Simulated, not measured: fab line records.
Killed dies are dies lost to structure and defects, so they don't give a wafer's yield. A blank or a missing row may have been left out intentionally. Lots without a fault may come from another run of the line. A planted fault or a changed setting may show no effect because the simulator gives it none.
Lot-split experiment / flow rit-cmos / on a route of 202 steps: 5 lots, 23 wafers read

THE SPLIT ITSELF
At RIT_PLDD_IMPLANT_08, the setting energy-kev was moved away from the recipe's 20 on 11 of the 23 wafers read, by -3.5% to +2.4%. All remaining wafers had this setting at the recipe value.

The reading comes from the split's own step.

THE READING
implant.drp-nm (the simulator's own value, which no gauge read), in nm, at RIT_PLDD_IMPLANT_08. The file gives no usual value for it.

wafer=L074.2; tool, chamber at the split=implanter-02, 0; energy-kev as run=19.31; against the recipe=-3.5%; implant.drp-nm, nm=9.514; against lot-mates on the recipe=-0.238
wafer=L074.4; tool, chamber at the split=implanter-02, 0; energy-kev as run=19.31; against the recipe=-3.5%; implant.drp-nm, nm=9.514; against lot-mates on the recipe=-0.238
wafer=L074.5; tool, chamber at the split=implanter-02, 0; energy-kev as run=19.31; against the recipe=-3.5%; implant.drp-nm, nm=9.514; against lot-mates on the recipe=-0.238
wafer=L074.3; tool, chamber at the split=implanter-02, 0; energy-kev as run=20; against the recipe=recipe; implant.drp-nm, nm=9.752; against lot-mates on the recipe=-
wafer=L074.6; tool, chamber at the split=implanter-02, 0; energy-kev as run=20; against the recipe=recipe; implant.drp-nm, nm=9.752; against lot-mates on the recipe=-
wafer=L077.1; tool, chamber at the split=implanter-01, 0; energy-kev as run=19.63; against the recipe=-1.9%; implant.drp-nm, nm=9.625; against lot-mates on the recipe=-0.127
wafer=L077.5; tool, chamber at the split=implanter-01, 0; energy-kev as run=19.63; against the recipe=-1.9%; implant.drp-nm, nm=9.625; against lot-mates on the recipe=-0.127
wafer=L077.2; tool, chamber at the split=implanter-01, 0; energy-kev as run=20; against the recipe=recipe; implant.drp-nm, nm=9.752; against lot-mates on the recipe=-
wafer=L077.3; tool, chamber at the split=implanter-01, 0; energy-kev as run=20; against the recipe=recipe; implant.drp-nm, nm=9.752; against lot-mates on the recipe=-
wafer=L077.6; tool, chamber at the split=implanter-01, 0; energy-kev as run=20; against the recipe=recipe; implant.drp-nm, nm=9.752; against lot-mates on the recipe=-
wafer=L079.1; tool, chamber at the split=implanter-03, 0; energy-kev as run=20; against the recipe=recipe; implant.drp-nm, nm=9.752; against lot-mates on the recipe=-
wafer=L079.6; tool, chamber at the split=implanter-03, 0; energy-kev as run=20; against the recipe=recipe; implant.drp-nm, nm=9.752; against lot-mates on the recipe=-
wafer=L079.2; tool, chamber at the split=implanter-03, 0; energy-kev as run=20.49; against the recipe=+2.4%; implant.drp-nm, nm=9.919; against lot-mates on the recipe=+0.167
wafer=L079.3; tool, chamber at the split=implanter-03, 0; energy-kev as run=20.49; against the recipe=+2.4%; implant.drp-nm, nm=9.919; against lot-mates on the recipe=+0.167
wafer=L079.4; tool, chamber at the split=implanter-03, 0; energy-kev as run=20.49; against the recipe=+2.4%; implant.drp-nm, nm=9.919; against lot-mates on the recipe=+0.167
wafer=L082.1; tool, chamber at the split=implanter-01, 0; energy-kev as run=20; against the recipe=recipe; implant.drp-nm, nm=9.752; against lot-mates on the recipe=-
wafer=L082.3; tool, chamber at the split=implanter-01, 0; energy-kev as run=20; against the recipe=recipe; implant.drp-nm, nm=9.752; against lot-mates on the recipe=-
wafer=L082.4; tool, chamber at the split=implanter-01, 0; energy-kev as run=20; against the recipe=recipe; implant.drp-nm, nm=9.752; against lot-mates on the recipe=-
wafer=L085.1; tool, chamber at the split=implanter-03, 0; energy-kev as run=19.4; against the recipe=-3.0%; implant.drp-nm, nm=9.545; against lot-mates on the recipe=-0.207
wafer=L085.3; tool, chamber at the split=implanter-03, 0; energy-kev as run=19.4; against the recipe=-3.0%; implant.drp-nm, nm=9.545; against lot-mates on the recipe=-0.207
wafer=L085.4; tool, chamber at the split=implanter-03, 0; energy-kev as run=19.4; against the recipe=-3.0%; implant.drp-nm, nm=9.545; against lot-mates on the recipe=-0.207
wafer=L085.5; tool, chamber at the split=implanter-03, 0; energy-kev as run=20; against the recipe=recipe; implant.drp-nm, nm=9.752; against lot-mates on the recipe=-
wafer=L085.6; tool, chamber at the split=implanter-03, 0; energy-kev as run=20; against the recipe=recipe; implant.drp-nm, nm=9.752; against lot-mates on the recipe=-

FIT RESULTS
A straight line over all 23 wafers: implant.drp-nm changes by +0.0687 nm for each +1% of energy-kev; r = +1.00; the points scatter about the line by 0.00056 nm.
The same after taking each lot's own level away (the mean of its wafers on the recipe; 23 wafers): +0.0687 nm for each +1%; r = +1.00; scatter 0.00056 nm.
According to that fit, moving energy-kev by its largest amount changes the reading by 0.24 nm.
The lots' own levels span 9.7520 to 9.7520 nm.
The two slopes agree, so the slope changes little with the lot-to-lot level.
Check: for one of the wafers moved furthest among these (-3.5%), held out of the fit, the line's prediction against its lot-mates is -0.237 nm. Against them it came out at -0.238 nm.

ADDITIONAL SPLITS CARRIED BY THESE WAFERS
These wafers also went through other splits before the reading. Each is held against what the fit with the lots' levels taken away leaves over:
other split on the same wafers=RIT_ACTIVE_CVD_03 pressure-mtorr; wafers away from the commonest value=10; r with implant.drp-nm (lot level and that fit taken away)=-0.26
other split on the same wafers=RIT_ACTIVE_EXPOSE_08 dose-mj; wafers away from the commonest value=12; r with implant.drp-nm (lot level and that fit taken away)=+0.01
other split on the same wafers=RIT_ACTIVE_STRIP_14 pressure-mtorr; wafers away from the commonest value=15; r with implant.drp-nm (lot level and that fit taken away)=-0.16
other split on the same wafers=RIT_FOX1_OXIDATION_00 ox-time-s; wafers away from the commonest value=15; r with implant.drp-nm (lot level and that fit taken away)=-0.20
other split on the same wafers=RIT_NWELL_IMPLANT_08 dose-cm2; wafers away from the commonest value=7; r with implant.drp-nm (lot level and that fit taken away)=+0.01
other split on the same wafers=RIT_PWELL_COAT_01 resist-thk-nm; wafers away from the commonest value=8; r with implant.drp-nm (lot level and that fit taken away)=-0.07
other split on the same wafers=RIT_GATE_CVD_08 time-s; wafers away from the commonest value=18; r with implant.drp-nm (lot level and that fit taken away)=+0.23
other split on the same wafers=RIT_NLDD_SOFTBAKE_02 temp-c; wafers away from the commonest value=5; r with implant.drp-nm (lot level and that fit taken away)=-0.27

THE WHOLE CHAIN: every reading that the file lists as answering this split, in the file's order
step=RIT_PLDD_IMPLANT_08; what it does=; reading=implant.rp-nm (the simulator's own value, which no gauge read); change (the file's fit)=+0.138 nm for each +1% of the setting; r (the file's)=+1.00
step=RIT_PLDD_IMPLANT_08; what it does=; reading=implant.drp-nm (the simulator's own value, which no gauge read); change (the file's fit)=+0.0687 nm for each +1% of the setting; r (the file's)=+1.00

FILE'S OWN FIT
implant.drp-nm changes by +0.0687 nm for each +1% of energy-kev, r = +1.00.
